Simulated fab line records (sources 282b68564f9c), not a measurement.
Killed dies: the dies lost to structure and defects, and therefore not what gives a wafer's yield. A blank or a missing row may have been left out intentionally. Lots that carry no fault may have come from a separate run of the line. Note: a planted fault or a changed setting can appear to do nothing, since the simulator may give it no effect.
The same fault as seen by 2 desks :: flow rit cmos :: numbers are kept per desk, each desk with only its own; the story behind them comes last

== AT THE TOOL OWNER'S DESK: litho track-01 ==
The tool's own readings at RIT_GATE_DEVELOP_15 (develop time 50 s): means of the sampled wafers that have a number, for each lot that ran on this tool. Any lot whose mean is over 4 standard deviations away from the usual mean is out of limits and marked OUT; that distance is given in the brackets.
Columns: A = chill plate temp C at RIT_GATE_DEVELOP_15, usual 22.99 C
lot: L705
first seen here: day 2 21:00
A: 22.89

lot: L706
first seen here: day 2 22:00
A: 23.06

lot: L715
first seen here: day 5 06:00
A: 22.95

lot: L719
first seen here: day 5 18:00
A: 22.90
This desk's verdict: no lot among the 4 shows anything out of limits.

== FROM THE METROLOGY DESK ==
What the gauges read, lot by lot, whatever tool the lot ran on: means of the sampled wafers that have a number. Any lot whose mean is over 4 standard deviations away from the usual mean is out of limits and marked OUT; that distance is given in the brackets.
Columns: A = cd nm at RIT_GATE_CD_MEAS_16, usual 149.8 nm
lot: L704
first seen here: day 2 17:35
A: 147.1

lot: L705
first seen here: day 2 22:47
A: 151.0

lot: L706
first seen here: day 2 23:10
A: 152.0

lot: L707
first seen here: day 3 10:07
A: 147.0

lot: L708
first seen here: day 3 12:00
A: 149.7

lot: L711
first seen here: day 4 07:06
A: 148.2

lot: L715
first seen here: day 5 06:47
A: 143.4

lot: L717
first seen here: day 5 10:24
A: 151.5

lot: L719
first seen here: day 5 18:38
A: 141.2 (-4.1) OUT

lot: L722
first seen here: day 6 11:16
A: 152.4

lot: L723
first seen here: day 6 14:15
A: 149.6

lot: L724
first seen here: day 6 23:08
A: 148.5

lot: L726
first seen here: day 7 08:59
A: 150.7

lot: L727
first seen here: day 7 18:19
A: 150.8
This desk's verdict: out of limits on L719, starting with L719 at day 5 18:38 (cd nm at RIT_GATE_CD_MEAS_16). L704, L705, L706, L707, L708, L711, L715, L717, L722, L723, L724, L726, L727 stayed within limits.

== BROUGHT TOGETHER ==
L719 would have let the metrology desk raise an alarm at day 5 18:38.
The desk of the tool owner found nothing out of limits.
On record at the tool owner's desk: L719, within its limits.
The lots listed all ran RIT_GATE_DEVELOP_15 on litho track-01.

== WHAT THE SIMULATOR HAD PUT IN ==
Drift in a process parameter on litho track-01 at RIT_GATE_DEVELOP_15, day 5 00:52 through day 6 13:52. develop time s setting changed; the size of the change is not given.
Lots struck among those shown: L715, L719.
Time in hours between the start of the fault and the first out-of-limits reading at each desk: metrology desk, 18.
